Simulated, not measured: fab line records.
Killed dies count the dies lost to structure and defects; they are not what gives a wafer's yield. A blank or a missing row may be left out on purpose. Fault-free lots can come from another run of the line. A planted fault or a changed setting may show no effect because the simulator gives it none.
fab line records	flow ritCmos
[record] lots = 7	wafers = 21	lastDay = 7
route steps=202 shown CONTACT@168 M1@202
lots with no fault: from the same line, run without faults
startH: the number of hours between the record's first day and the start of the first shown wafer of the lot	waitH: time in hours since the lot's previous step	" identical to the entry in the row above	L1.1+2: several wafers, shown together as one row	- no value, or no start given	* or withheld: withheld	< > ~ a bound
route shown NAME@n: NAME is a module with steps in the file, n the number in the route of the first one	usual: mean and standard deviation over wafers with no fault	same: alike in all rows	chamber/n: place in a boat	sites: per-site readings	_std_site: standard deviation of those values	_edge_site: the outer-site mean with the inner-site mean subtracted	radiusMm: for every site, how far away it sits from the centre of the wafer	mask NAME#n: copy n	behind: the most recent tool/chamber to have shaped the wafer	hold: reason for holding the lot/hours on hold/outcome of the hold	device: which transistor (n, p or np) failed to switch	end of line: the same wafers' tests at the end of the route	step lacking rows: just its recipe	killed: dies that structure and defects cost at the first sort, which is not the same as the wafer's yield	map: per-die view of a wafer (x killed, . not killed, _ where there is no die)
set.NAME: the setting the step ran with; set.NAME@STEP: the setting that earlier step ran with	model.NAME: the simulator's own value behind a step, which no gauge read
lots seen at some steps along the route; tables by step, rows by wafer
services: a tool's chamber out of use, with start hour (startH, from the record's first day; less than 0 if before it), hours out, and reason
[[steps]]
[step RIT_CONTACT_CVD_00]
[recipe] material = SiO2	targetThkNm = 400	precursor = TEOS	tempC = 390	timeS = 61	rfW = 400
[usual] heaterPowerW = 318/35
lot.wafer	tool	chamber	startH	waitH	heaterPowerW
L255.1	pecvd-01	0	88.33	0.1	317
L255.4	"	2	"	"	349
L255.5	"	0	"	"	320
L259.2	pecvd-02	0	107.72	0.0	289
L259.3	"	1	"	"	333
L259.4	"	2	"	"	339
L264.3	pecvd-04	1	132.58	0.0	316
L264.4	"	1	"	"	313
L264.6	"	2	"	"	347
L267.2	pecvd-04	2	147.02	0.0	386
L267.4	"	2	"	"	375
L267.5	"	0	"	"	274
L269.2	pecvd-01	1	159.39	0.0	310
L269.3	"	2	"	"	381
L269.5	"	1	"	"	313
L270.1	pecvd-04	2	166.69	0.1	333
L270.4	"	2	"	"	345
L270.6	"	1	"	"	298
L268.2	pecvd-02	0	169.84	0.0	322
L268.4	"	1	"	"	360
L268.5	"	2	"	"	319
[step RIT_CONTACT_THK_MEAS_01]
[recipe] reads = SiO2_of_CONTACT_CVD_00
[usual] CONTACT_TEOS_THK = 400/5.6
lot.wafer	tool	chamber	startH	waitH	CONTACT_TEOS_THK[nm]
L255.1	filmMetro-02	-	88.38	0.0	395
L255.4	"	-	"	"	404
L255.5	"	-	"	"	404
L259.2	filmMetro-04	-	107.78	0.0	401
L259.3	"	-	"	"	396
L259.4	"	-	"	"	403
L264.3	filmMetro-02	-	132.65	0.0	395
L264.4	"	-	"	"	397
L264.6	"	-	"	"	401
L267.2	filmMetro-04	-	147.08	0.0	394
L267.4	"	-	"	"	396
L267.5	"	-	"	"	396
L269.2	filmMetro-04	-	159.45	0.0	397
L269.3	"	-	"	"	394
L269.5	"	-	"	"	400
L270.1	filmMetro-02	-	166.74	0.0	395
L270.4	"	-	"	"	401
L270.6	"	-	"	"	399
L268.2	filmMetro-03	-	169.90	0.0	401
L268.4	"	-	"	"	402
L268.5	"	-	"	"	404
[step RIT_CONTACT_HMDS_02]
[recipe] primeTimeS = 60	primeTempC = 140
[step RIT_CONTACT_COAT_03]
[recipe] resist = NOVOLAK	spinRpm = 3250	resistThkNm = 1000
[step RIT_CONTACT_SOFTBAKE_04]
[recipe] resist = NOVOLAK	tempC = 90	timeS = 60
[step RIT_CONTACT_EXPOSE_05]
[recipe] maskId = M11	na = 0.6	sourceShape = conventional	sigmaOuter = 0.5	targetCdNm = 1000	doseMj = 250
[step RIT_CONTACT_PEB_06]
[recipe] resist = NOVOLAK	tempC = withheld	timeS = withheld
[step RIT_CONTACT_DEVELOP_07]
[recipe] resist = NOVOLAK	developTimeS = 120	devTempC = 23
[step RIT_CONTACT_CD_MEAS_08]
[recipe] targetCdNm = 1000
[usual] cdNm = 999.0/2.6
lot.wafer	tool	chamber	startH	waitH	cdNm
L255.1	cdSem-01	-	89.40	-	999.0
L255.4	"	-	"	"	999.0
L255.5	"	-	"	"	1000.3
L259.2	cdSem-02	-	108.94	-	1001.2
L259.3	"	-	"	"	999.6
L259.4	"	-	"	"	1000.6
L264.3	cdSem-02	-	133.70	-	999.1
L264.4	"	-	"	"	1001.4
L264.6	"	-	"	"	1000.8
L267.2	cdSem-02	-	148.11	-	997.6
L267.4	"	-	"	"	998.4
L267.5	"	-	"	"	998.5
L269.2	cdSem-01	-	160.62	-	998.3
L269.3	"	-	"	"	997.8
L269.5	"	-	"	"	997.7
L270.1	cdSem-02	-	167.89	-	999.6
L270.4	"	-	"	"	998.2
L270.6	"	-	"	"	997.9
L268.2	cdSem-02	-	170.94	-	995.3
L268.4	"	-	"	"	995.1
L268.5	"	-	"	"	995.6
[step RIT_CONTACT_OVL_MEAS_09]
[usual] CONTACT_OVL = 1.5/1.5
lot.wafer	tool	chamber	startH	waitH	CONTACT_OVL[nm]
L255.1	overlay-02	-	89.52	0.1	1.5
L255.4	"	-	"	"	-0.9
L255.5	"	-	"	"	0.8
L259.2	overlay-02	-	109.05	0.1	2.8
L259.3	"	-	"	"	3.4
L259.4	"	-	"	"	2.6
L264.3	overlay-01	-	133.79	0.1	3.7
L264.4	"	-	"	"	0.0
L264.6	"	-	"	"	0.4
L267.2	overlay-02	-	148.22	0.1	2.1
L267.4	"	-	"	"	1.8
L267.5	"	-	"	"	0.2
L269.2	overlay-01	-	160.72	0.1	2.7
L269.3	"	-	"	"	1.0
L269.5	"	-	"	"	2.8
L270.1	overlay-01	-	168.01	0.1	2.0
L270.4	"	-	"	"	2.5
L270.6	"	-	"	"	1.0
L268.2	overlay-02	-	171.05	0.1	-1.6
L268.4	"	-	"	"	0.6
L268.5	"	-	"	"	1.4
[step RIT_CONTACT_HARDBAKE_10]
[recipe] resist = NOVOLAK	tempC = 140	timeS = 60
[step RIT_CONTACT_ETCH_11]
[recipe] targetDepthA = 4800	overEtchFrac = 0.2	stopOn = TiSi2	chemistry = CHF3/CF4/Ar	target = SiO2	CHF3_flow_sccm = 50	cf4FlowSccm = 10	Ar_flow_sccm = 100	O2_flow_sccm = 5	pressureMtorr = 100	rfW = 200	timeS = 320
[usual] drypumpMotorCurrentA = 5.8/0.55	oesProductAu = 0.994/0.015	throttleValvePct = 8.89/0.14
lot.wafer	tool	chamber	startH	waitH	drypumpMotorCurrentA	oesProductAu	rfHoursCounterH	throttleValvePct
L255.1	rieDiel-02	1	89.71	0.1	5.7	0.987	108	8.84
L255.4	"	0	"	"	5.4	0.993	-	8.62
L255.5	"	2	"	"	6.4	1.020	-	9.05
L259.2	rieDiel-04	2	109.23	0.1	5.9	0.998	4	9.02
L259.3	"	1	"	"	6.7	0.996	9	8.79
L259.4	"	0	"	"	5.3	0.970	6	8.78
L264.3	rieDiel-04	3	133.99	0.1	4.6	0.999	1	8.99
L264.4	"	1	"	"	6.7	0.989	10	8.80
L264.6	"	0	"	"	5.3	0.969	-	8.77
L267.2	rieDiel-04	3	148.40	0.1	4.7	1.005	1	9.00
L267.4	"	2	"	"	5.8	1.002	5	9.01
L267.5	"	0	"	"	5.3	0.979	-	8.77
L269.2	rieDiel-04	3	160.90	0.1	4.7	0.998	1	9.00
L269.3	"	1	"	"	6.7	1.009	10	8.78
L269.5	"	1	"	"	6.7	1.004	-	8.79
L270.1	rieDiel-04	3	168.19	0.1	4.7	0.999	2	9.00
L270.4	"	1	"	"	6.7	0.995	11	8.78
L270.6	"	0	"	"	5.3	0.975	-	8.78
L268.2	rieDiel-02	0	171.23	0.1	5.4	0.983	82	8.61
L268.4	"	2	"	"	6.4	1.008	138	9.05
L268.5	"	0	"	"	5.4	0.992	-	8.61
[step RIT_CONTACT_STRIP_12]
[recipe] chemistry = O2	timeS = 180	resist = NOVOLAK	platenTempC = withheld	powerW = 500	pressureMtorr = 4000	o2FlowSccm = 4000
[usual] drypumpMotorCurrentA = 5.93/0.27	runLengthS = 208.25/0.28
lot.wafer	tool	chamber	startH	waitH	drypumpMotorCurrentA	rfHoursCounterH	runLengthS
L255.1	plasmaAsher-01	0	89.90	0.1	5.79	47	207.99
L255.4	"	0	"	"	5.81	-	207.90
L255.5	"	1	"	"	5.91	-	208.53
L259.2	plasmaAsher-03	1	109.42	0.1	6.01	47	207.87
L259.3	"	1	"	"	6.01	-	207.83
L259.4	"	0	"	"	6.14	-	208.43
L264.3	plasmaAsher-03	0	134.24	0.2	6.12	-	292.02
L264.4	"	1	"	"	6.00	-	291.70
L264.6	"	0	"	"	6.12	-	292.05
L267.2	plasmaAsher-03	1	148.59	0.1	5.96	51	291.65
L267.4	"	1	"	"	5.96	-	291.77
L267.5	"	1	"	"	5.96	-	291.48
L269.2	plasmaAsher-01	0	161.10	0.1	5.81	54	208.04
L269.3	"	1	"	"	5.92	-	208.56
L269.5	"	0	"	"	5.79	-	208.35
L270.1	plasmaAsher-02	1	168.39	0.1	6.12	5	208.73
L270.4	"	1	"	"	6.15	-	208.39
L270.6	"	0	"	"	5.39	-	207.92
L268.2	plasmaAsher-03	0	171.42	0.1	6.20	52	291.95
L268.4	"	0	"	"	6.17	-	292.18
L268.5	"	0	"	"	6.20	-	291.94
[step RIT_CONTACT_CD_MEAS_90]
[recipe] targetCdNm = 1000
[usual] cdNm = 999.0/2.7
lot.wafer	tool	chamber	startH	waitH	cdNm
L255.1	cdSem-02	-	90.08	0.1	999.0
L255.4	"	-	"	"	999.1
L255.5	"	-	"	"	1000.4
L259.2	cdSem-02	-	109.62	0.1	1001.0
L259.3	"	-	"	"	999.7
L259.4	"	-	"	"	1001.1
L264.3	cdSem-01	-	134.40	0.1	999.9
L264.4	"	-	"	"	1001.7
L264.6	"	-	"	"	1000.4
L267.2	cdSem-01	-	148.79	0.1	997.2
L267.4	"	-	"	"	998.7
L267.5	"	-	"	"	997.7
L269.2	cdSem-01	-	161.29	0.1	999.0
L269.3	"	-	"	"	998.0
L269.5	"	-	"	"	997.6
L270.1	cdSem-01	-	168.56	0.1	999.5
L270.4	"	-	"	"	998.0
L270.6	"	-	"	"	997.4
L268.2	cdSem-02	-	171.62	0.1	995.4
L268.4	"	-	"	"	995.1
L268.5	"	-	"	"	995.1
[step RIT_M1_PROBE_99]
[usual] killedAtContacts = 0.1/0.27	killedAtFrontEnd = 6.4/2.9	killedDies = 6.5/3	killedOpen = 3.3/1.9	killedShort = 3.2/1.7
[same] grossDies = 264	killed_at_M0_to_M3 = 0	killed_at_M4_up = 0	killedAtBackSide = 0	killedAtOther = 0
lot.wafer	tool	chamber	startH	waitH	killedAtContacts	killedAtFrontEnd	killedDies	killedOpen	killedShort
L255.1	prober-01	-	94.88	0.1	0	4	4	1	3
L255.4	prober-01	-	95.03	0.2	0	6	6	2	4
L255.5	prober-01	-	95.08	0.2	0	8	8	6	2
L259.2	prober-01	-	115.01	0.1	1	7	8	4	4
L259.3	prober-01	-	115.06	0.2	0	6	6	4	2
L259.4	prober-01	-	115.11	0.2	0	9	9	6	3
L264.3	prober-02	-	141.41	0.2	0	12	12	8	4
L264.4	prober-02	-	141.46	0.2	0	10	10	4	6
L264.6	prober-02	-	141.56	0.2	0	13	13	8	5
L267.2	prober-01	-	153.68	0.1	0	0	0	0	0
L267.4	prober-01	-	153.78	0.2	1	4	5	2	3
L267.5	prober-01	-	153.83	0.2	0	6	6	3	3
L269.2	prober-01	-	166.42	0.1	0	4	4	1	3
L269.3	prober-01	-	166.47	0.2	0	6	6	5	1
L269.5	prober-01	-	166.57	0.2	0	1	1	0	1
L270.1	prober-02	-	174.81	0.1	1	8	9	5	4
L270.4	prober-02	-	174.96	0.2	0	5	5	2	3
L270.6	prober-02	-	175.06	0.2	0	10	10	5	5
L268.2	prober-02	-	176.16	0.1	0	5	5	3	2
L268.4	prober-02	-	176.26	0.2	0	3	3	2	1
L268.5	prober-02	-	176.31	0.2	0	3	3	3	0
// killed by level:class
L255.1 REOX:geometricParticle:short=2 REOX:geometricParticle:open=1 SILICIDE:geometricParticle:short=1
L255.4 GATE:geometricParticle:short=3 FOX1:geometricParticle:short=1 FOX1:geometricParticle:open=1 GATE:geometricParticle:open=1
L255.5 GATE:geometricParticle:open=3 SPACER:geometricParticle:open=2 REOX:geometricParticle:short=1 SPACER:geometricParticle:short=1 SILICIDE:geometricParticle:open=1
L259.2 FOX1:geometricParticle:open=2 FOX2:geometricParticle:open=2 SILICIDE:geometricParticle:short=2 GATE:geometricParticle:short=1 CONTACT:geometricParticle:short=1
L259.3 ACTIVE:geometricParticle:open=1 FOX2:geometricParticle:short=1 GATE:geometricParticle:open=1 REOX:geometricParticle:open=1 SPACER:geometricParticle:open=1 SILICIDE:geometricParticle:short=1
L259.4 GATE:geometricParticle:short=3 GATE:geometricParticle:open=2 REOX:geometricParticle:open=2 SILICIDE:geometricParticle:open=2
L264.3 SPACER:geometricParticle:open=4 FOX1:geometricParticle:short=2 FOX1:geometricParticle:open=1 GATE:geometricParticle:short=1 GATE:geometricParticle:open=1 REOX:geometricParticle:open=1 SPACER:geometricParticle:short=1 SILICIDE:geometricParticle:open=1
L264.4 GATE:geometricParticle:open=2 SILICIDE:geometricParticle:short=2 FOX1:geometricParticle:short=1 FOX2:geometricParticle:short=1 GATE:geometricParticle:short=1 REOX:geometricParticle:open=1 SPACER:geometricParticle:short=1 SILICIDE:geometricParticle:open=1
L264.6 GATE:geometricParticle:open=6 FOX1:geometricParticle:open=2 GATE:geometricParticle:short=2 FOX1:geometricParticle:short=1 FOX2:geometricParticle:short=1 REOX:geometricParticle:short=1
L267.2
L267.4 FOX1:geometricParticle:open=1 GATE:geometricParticle:short=1 GATE:geometricParticle:open=1 SILICIDE:geometricParticle:short=1 CONTACT:geometricParticle:short=1
L267.5 SPACER:geometricParticle:short=2 FOX2:geometricParticle:open=1 REOX:geometricParticle:short=1 REOX:geometricParticle:open=1 SILICIDE:geometricParticle:open=1
L269.2 SILICIDE:geometricParticle:short=2 FOX2:geometricParticle:short=1 GATE:geometricParticle:open=1
L269.3 GATE:geometricParticle:open=3 FOX1:geometricParticle:open=1 GATE:geometricParticle:short=1 SILICIDE:geometricParticle:open=1
L269.5 GATE:geometricParticle:short=1
L270.1 FOX1:geometricParticle:open=3 GATE:geometricParticle:open=2 SPACER:geometricParticle:short=2 FOX1:geometricParticle:short=1 CONTACT:geometricParticle:short=1
L270.4 GATE:geometricParticle:short=2 FOX1:geometricParticle:open=1 REOX:geometricParticle:open=1 SPACER:geometricParticle:short=1
L270.6 FOX1:geometricParticle:short=3 GATE:geometricParticle:short=2 GATE:geometricParticle:open=2 REOX:geometricParticle:open=1 SPACER:geometricParticle:open=1 SILICIDE:geometricParticle:open=1
L268.2 GATE:geometricParticle:open=2 GATE:geometricParticle:short=1 REOX:geometricParticle:open=1 SILICIDE:geometricParticle:short=1
L268.4 GATE:geometricParticle:open=1 SPACER:geometricParticle:short=1 SILICIDE:geometricParticle:open=1
L268.5 GATE:geometricParticle:open=2 SPACER:geometricParticle:open=1
[[services]]
tool	chamber	startH	hours	kind
pecvd-04	-	74.79	22.8	repair
rieDiel-02	3	89.32	9.2	repair
rieDiel-04	3	92.29	5.8	repair
pecvd-02	-	92.35	3.3	repair
rieDiel-04	2	105.54	3.2	repair
plasmaAsher-02	-	108.75	9.0	pm
plasmaAsher-02	0	108.75	9.0	ventCycle
plasmaAsher-02	1	108.75	9.0	ventCycle
plasmaAsher-02	0	117.75	-	clean
plasmaAsher-02	1	117.75	-	clean
pecvd-04	0	134.82	6.6	repair
rieDiel-02	1	139.27	7.1	repair
plasmaAsher-01	-	144.01	10.0	pm
[[key]]
[firstSign] step = RIT_CONTACT_STRIP_12	reading = runLengthS	direction = up	sigmas = 99+	usual = *	struck = *
effect none on later readings
metAt RIT_CONTACT_STRIP_12
struckWafers L264.3,L264.4,L264.6,L267.2,L267.4,L267.5,L268.2,L268.4,L268.5
testerLeftOut L264,L267,L268
onsetBetween 109.42 134.24
[earlierFault] kind = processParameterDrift	tool = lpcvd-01	chamber = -	onsetH = 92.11	steps = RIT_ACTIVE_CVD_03	channel = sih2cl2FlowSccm	offset = 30	shape = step	endH = 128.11	actsIn = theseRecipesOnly	stated = 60
[earlierFault] kind = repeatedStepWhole	tool = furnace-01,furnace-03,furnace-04	chamber = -	onsetH = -	steps = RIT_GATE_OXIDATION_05	times = 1	scope = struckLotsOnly
[fault] kind = processParameterDrift	tool = plasmaAsher-03	chamber = -	onsetH = 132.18	steps = RIT_CONTACT_STRIP_12	channel = timeS	offset = *	shape = step	actsIn = *	stated = *
// testerLeftOut: of these lots the tester's yield and bins aren't shown, on N5 and GAA mostly nor the transistor test; their killed dies are dies lost to structure and defects alone, not to doping, threshold or leakage, so they don't give the yield
